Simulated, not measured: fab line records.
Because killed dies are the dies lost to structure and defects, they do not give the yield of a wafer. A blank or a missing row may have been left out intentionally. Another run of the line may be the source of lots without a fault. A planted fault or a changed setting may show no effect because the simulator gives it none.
A struck lot beside a sound one | flow berkeley-cmos170 | 19 out of 331 route steps
Sound: these wafers, L392.3, L392.4, L392.5. Wafers struck: L390.1, L390.2, L390.3. The cause is given at the end.
At each step with rows: each side's tool, then ch and its chambers, then its first start. Under that, the readings that differ: sound wafers | struck wafers | difference of the means | sigmas: that difference in standard deviations of wafers without a fault.
alike: readings with means less than 2 such deviations apart, plus words and numbers identical on both sides. not compared: withheld readings, readings lacking a value on some wafer, bounds such as >300 that could conceal the same value, and numbers that have no deviation in the record and whose values overlap.
Wherever a step has rows on one side only, a row that says differs or no value, or a row with sigmas, the two part there. When numbers do not overlap yet have no deviation, they are printed without sigmas and do not part them. A reading that every wafer of one side lacks parts them only if that side has two wafers or more.

first, 3 steps without rows for these wafers: UCB170_PWELL_CLEAN_00 (cleans in SPM, time 600 s); UCB170_PWELL_CLEAN_01 (cleans in dHF, time 60 s); UCB170_PWELL_OXIDATION_02 (target thk 26.4 nm, ox time 1260 s).
UCB170_PWELL_THK_MEAS_03:
  sound on film-metro-01 at day 5 14:46; struck on film-metro-04 at day 5 14:44
  alike: PWELL_OXIDE_THK
then, 2 steps without rows for these wafers: UCB170_PWELL_ANNEAL_04 (time 900 s); UCB170_PWELL_CVD_05 (deposits Si3N4 from SiH2Cl2/NH3, target thk 220 nm, time 3300 s).
UCB170_PWELL_THK_MEAS_06:
  sound on film-metro-03 at day 5 20:56; struck on film-metro-03 at day 5 20:59
  alike: PWELL_NITRIDE_THK
then, 5 steps without rows for these wafers: UCB170_PWELL_HMDS_07 (prime time 60 s); UCB170_PWELL_COAT_08 (resist thk 900 nm); UCB170_PWELL_SOFTBAKE_09 (time 60 s); UCB170_PWELL_EXPOSE_10 (exposes mask PWELL, target cd 3000 nm); UCB170_PWELL_PEB_11.
UCB170_PWELL_DEVELOP_12: develop time 45 s.
  sound on litho-track-01 ch 0, day 5 22:00; struck on litho-track-03 ch 0, day 5 22:00
UCB170_PWELL_OVL_MEAS_13:
  sound on overlay-01 at day 5 22:23; struck on overlay-01 at day 5 23:01
  alike: PWELL_OVL
UCB170_PWELL_ETCH_14: etches Si3N4 in CH3F/Ar/O2, stops on SiO2, target depth 242 nm, time 151 s.
  sound on rie-diel-04 ch 1,2,3, day 5 22:25; struck on rie-diel-01 ch 1,2,3, day 5 23:02
  alike: drypump-motor-current-A, oes-product-au, throttle-valve-pct
  not compared: rf-hours-counter-h
after that, 1 step had no rows for these wafers: UCB170_PWELL_IMPLANT_15.
UCB170_PWELL_STRIP_16: strips in O2.
  sound on plasma-asher-03 ch 0,1, day 5 22:42; struck on plasma-asher-03 ch 0,1, day 5 23:17
  alike: drypump-motor-current-A, o2-flow-sccm, oes-product-au, strip-time-to-endpoint-s
  not compared: rf-hours-counter-h
UCB170_PWELL_TW_MEAS_17:
  sound on film-metro-04 at day 5 22:47; struck on film-metro-01 at day 5 23:25
  reading  | sound             | struck         | difference | sigmas
  PWELL_TW | 377.4 376.6 377.1 | 52.3 51.9 53.3 | -324.5     | -99 or more
then, 1 step without rows for these wafers: UCB170_PWELL_CLEAN_18 (cleans in SPM, time 600 s).

== WHERE THEY PART ==
UCB170_PWELL_TW_MEAS_17 only, going by this record.

WHY: the cause the simulator had injected
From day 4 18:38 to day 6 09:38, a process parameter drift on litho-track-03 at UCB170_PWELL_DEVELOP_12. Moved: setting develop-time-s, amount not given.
